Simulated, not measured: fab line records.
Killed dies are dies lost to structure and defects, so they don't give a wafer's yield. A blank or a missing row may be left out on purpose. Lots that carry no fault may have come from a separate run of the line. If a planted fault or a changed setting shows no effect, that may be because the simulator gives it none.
What tool caused it? ; flow rit-cmos ; 42 wafers from 14 lots sampled at 5 of the route's 202 steps

== WHAT EACH GAUGE READ, for each wafer ==
RIT_WELLDRIVE_RS_MEAS_02: measures by four-point-probe. Usual: PWELL_RS typically reads 429.9 ohm/sq, with standard deviation 1.1.
lot;measured;on;PWELL_RS (ohm/sq);flag
L551;day 2 05:23;film-metro-01;430.4 429.1 429.8;
L552;day 2 11:53;film-metro-03;431.2 430.8 431.6;
L553;day 2 17:11;film-metro-01;430.2 429.5 430.9;
L555;day 3 06:26;film-metro-02;428.9 428.8 427.8;
L556;day 3 12:15;film-metro-01;428.7 429.3 429.4;
L557;day 3 15:38;film-metro-01;431.2 433.2 432.3;
L558;day 3 19:32;film-metro-03;431.1 429.0 430.2;
L559;day 4 00:33;film-metro-01;430.5 429.2 431.5;
L560;day 4 05:17;film-metro-02;428.4 429.4 429.2;
L566;day 5 11:48;film-metro-01;429.7 429.9 429.9;
L569;day 6 01:12;film-metro-03;434.8 435.5 435.0 435.4 435.7 436.0;OFF
L571;day 6 09:22;film-metro-03;435.4 433.9 433.9 434.1 433.7 435.6;OFF
L572;day 6 15:46;film-metro-03;428.5 428.9 428.8;
L574;day 7 02:12;film-metro-03;431.2 431.9 431.6;

RIT_PRETRO_OVL_MEAS_06. Usual: PRETRO_OVL typically reads -1.8 nm, with standard deviation 1.2.
lot;measured;on;PRETRO_OVL (nm);flag
L551;day 2 08:11;overlay-02;-2.0 -0.8 -3.1;
L552;day 2 14:43;overlay-01;-3.0 -3.5 -1.7;
L553;day 2 19:59;overlay-01;-2.8 -3.0 -1.0;
L555;day 3 09:05;overlay-01;-0.3 -4.3 -0.7;
L556;day 3 14:53;overlay-01;-2.4 -2.8 -2.6;
L557;day 3 18:34;overlay-02;-1.6 -2.8 -2.0;
L558;day 3 22:08;overlay-01;-0.9 -0.8 -0.5;
L559;day 4 03:30;overlay-02;-0.8 -2.2 -0.1;
L560;day 4 08:06;overlay-01;-1.1 -0.8 0.0;
L566;day 5 14:22;overlay-01;-3.5 -2.7 -0.9;
L569;day 6 08:07;overlay-01;-1.7 -1.8 -1.9;
L571;day 6 14:24;overlay-02;-0.7 -1.5 -2.6;
L572;day 6 18:43;overlay-02;0.9 -0.9 -0.6;
L574;day 7 04:44;overlay-02;-0.9 -2.9 -1.1;

RIT_GATE_THK_MEAS_07. Usual: GATE_OXIDE_THK typically reads 3.01 nm, with standard deviation 0.063.
lot;measured;on;GATE_OXIDE_THK (nm);flag
L551;day 2 11:58;film-metro-04;2.97 3.01 3.08;
L552;day 2 21:11;film-metro-01;2.96 2.98 3.08;
L553;day 2 23:43;film-metro-01;3.00 2.97 2.99;
L555;day 3 12:23;film-metro-02;2.96 3.03 2.96;
L556;day 3 18:40;film-metro-01;2.93 2.94 3.02;
L557;day 3 21:56;film-metro-01;2.95 2.99 3.03;
L558;day 4 01:46;film-metro-04;2.98 3.00 3.02;
L559;day 4 08:53;film-metro-02;3.05 2.96 2.95;
L560;day 4 11:04;film-metro-04;2.99 2.98 2.94;
L566;day 5 17:01;film-metro-01;2.92 2.99 2.95;
L569;day 6 12:14;film-metro-01;3.09 3.04 2.99;
L571;day 6 17:53;film-metro-01;3.18 3.15 3.09;
L572;day 6 22:55;film-metro-01;3.11 3.02 2.96;
L574;day 7 07:13;film-metro-04;2.99 2.96 3.00;

RIT_NLDD_OVL_MEAS_06. Usual: NLDD_OVL typically reads 0.1 nm, with standard deviation 1.4.
lot;measured;on;NLDD_OVL (nm);flag
L551;day 2 20:31;overlay-01;0.1 -0.1 2.4;
L552;day 3 04:34;overlay-02;0.8 -0.1 0.4;
L553;day 3 09:53;overlay-01;0.3 2.1 1.2;
L555;day 3 20:19;overlay-01;-1.4 -2.5 -2.1;
L556;day 4 01:48;overlay-02;0.0 -1.3 0.4;
L557;day 4 05:14;overlay-01;-2.7 0.5 -2.9;
L558;day 4 10:19;overlay-01;2.9 -0.7 0.6;
L559;day 4 18:32;overlay-02;1.2 0.3 1.1;
L560;day 4 18:39;overlay-01;-1.4 -0.3 -2.2;
L566;day 6 01:06;overlay-02;1.1 -0.2 0.0;
L569;day 6 22:08;overlay-02;-1.2 0.1 -2.4;
L571;day 7 02:48;overlay-02;1.4 0.1 1.4;
L572;day 7 07:32;overlay-02;0.6 -0.7 -0.3;
L574;day 7 15:01;overlay-01;-1.0 0.2 -1.1;

== EACH LOT AND THE TOOL THAT RAN IT (in order: tool; ch and the chambers of the sampled wafers; start) ==
lot;RIT_PWELL_IMPLANT_08
L551;implanter-04 ch 0, day 1 23:10
L552;implanter-02 ch 0, day 2 06:17
L553;implanter-04 ch 0, day 2 10:19
L555;implanter-04 ch 0, day 3 00:51
L556;implanter-03 ch 0, day 3 04:11
L557;implanter-04 ch 0, day 3 08:57
L558;implanter-03 ch 0, day 3 12:35
L559;implanter-02 ch 0, day 3 16:56
L560;implanter-04 ch 0, day 3 22:20
L566;implanter-03 ch 0, day 5 05:26
L569;implanter-04 ch 0, day 5 18:57
L571;implanter-04 ch 0, day 6 03:47
L572;implanter-03 ch 0, day 6 09:20
L574;implanter-03 ch 0, day 6 20:19
- RIT_PWELL_IMPLANT_08

== WHAT THE TOOLS THEMSELVES READ (means of the sampled wafers that have a number; where no wafer has one, the mark that the record gives instead) ==
RIT_PWELL_IMPLANT_08. Usual: dose-ions-cm2 7e+13, standard deviation 7.4e+10; end-station-pressure-torr 5.22e-06 Torr, standard deviation 2.7e-07; faraday-current-uA 222, standard deviation 4.2.
lot;tool;dose-ions-cm2;end-station-pressure-torr (Torr);faraday-current-uA;flag
L551;implanter-04;7e+13;5.30e-06;220;
L552;implanter-02;7e+13;4.86e-06;223;
L553;implanter-04;7e+13;5.26e-06;221;
L555;implanter-04;7e+13;4.91e-06;222;
L556;implanter-03;7e+13;5.22e-06;221;
L557;implanter-04;7e+13;5.01e-06;216;
L558;implanter-03;7e+13;5.24e-06;224;
L559;implanter-02;7e+13;5.33e-06;219;
L560;implanter-04;7e+13;5.13e-06;223;
L566;implanter-03;7e+13;5.17e-06;224;
L569;implanter-04;7e+13;5.04e-06;218;
L571;implanter-04;7e+13;5.38e-06;218;
L572;implanter-03;7e+13;5.47e-06;217;
L574;implanter-03;7e+13;5.28e-06;226;

== THE ANSWER, worked out from the rows above alone ==
Rule: lot off if the mean of its wafers having a number is beyond 3 standard deviations from the usual mean. A lot without any number at a reading at which 4 lots or more have one is off too. Any other lot the step has rows for is counted as sound. First the gauges in route order, then the tools' own readings, where a lot's mean is used as printed above. The first step at which some lot is off is used, and at that step the reading that is off furthest; a lot without a number counts as furthest.
Off: L569, L571, seen at RIT_WELLDRIVE_RS_MEAS_02 (PWELL_RS).
A tool fits if, at a process step before that reading, it ran every lot that is off, and no sound lot after the first of them. Gauges at RIT_WELLDRIVE_RS_MEAS_02: tried the same way as those tools. One candidate fits, namely implanter-04 at RIT_PWELL_IMPLANT_08. Its last sound lot is L560 (day 3 22:20), its first lot that is off L569 (day 5 18:57): a fault that began between those two fits.

== WHAT THE SIMULATOR HAD PUT IN ==
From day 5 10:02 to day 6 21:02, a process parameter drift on implanter-04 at RIT_PWELL_IMPLANT_08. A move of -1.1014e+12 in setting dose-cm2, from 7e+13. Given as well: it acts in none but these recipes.
Struck lots among those shown: L569, L571. The rule above found the same.
